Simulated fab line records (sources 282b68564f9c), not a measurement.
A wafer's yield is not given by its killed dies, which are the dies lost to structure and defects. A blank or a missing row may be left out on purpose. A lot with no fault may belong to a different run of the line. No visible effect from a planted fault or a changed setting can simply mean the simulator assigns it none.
The tool behind it: which one?	flow rit-cmos	7 lots (21 wafers sampled), 1 step of a 202-step route

## WHAT THE GAUGES READ, wafer by wafer
RIT_NWELL_OVL_MEAS_06.
lot	measured	on	NWELL_OVL (nm)
L351	day 2 07:25	overlay-02	0.6 -0.2 -1.3
L354	day 2 22:08	overlay-01	1.5 1.1 1.5
L357	day 3 12:30	overlay-01	0.4 -0.7 0.5
L360	day 4 03:32	overlay-01	1.0 2.9 1.2
L365	day 5 04:16	overlay-01	-1.1 0.2 0.2
L367	day 5 14:52	overlay-02	1.3 -0.7 1.1
L371	day 6 10:54	overlay-01	-0.7 0.8 1.0

## WHICH TOOL RAN EACH LOT (tool, then ch and the chambers of the sampled wafers, then the start)
The record holds no process step before these readings.

## THE ANSWER, worked out from the rows above alone
Rule: what is usual is taken from the lots themselves. The widest of any qualifying gaps counts: lots, ordered by their means at a reading, are off when they make up no more than a third of the lots, leave a main group of 4 or more, and stand apart from it by 3 or more times the standard deviation of that group's means. The tables above print the reading to a certain number of digits; a main group whose means all agree to those digits is not used. A lot without any number at a reading at which 4 lots or more have one is off too. Any other lot the step has rows for is counted as sound.
No lot is off at any reading shown: from this, nothing can be told.

## WHAT THE SIMULATOR HAD INSERTED
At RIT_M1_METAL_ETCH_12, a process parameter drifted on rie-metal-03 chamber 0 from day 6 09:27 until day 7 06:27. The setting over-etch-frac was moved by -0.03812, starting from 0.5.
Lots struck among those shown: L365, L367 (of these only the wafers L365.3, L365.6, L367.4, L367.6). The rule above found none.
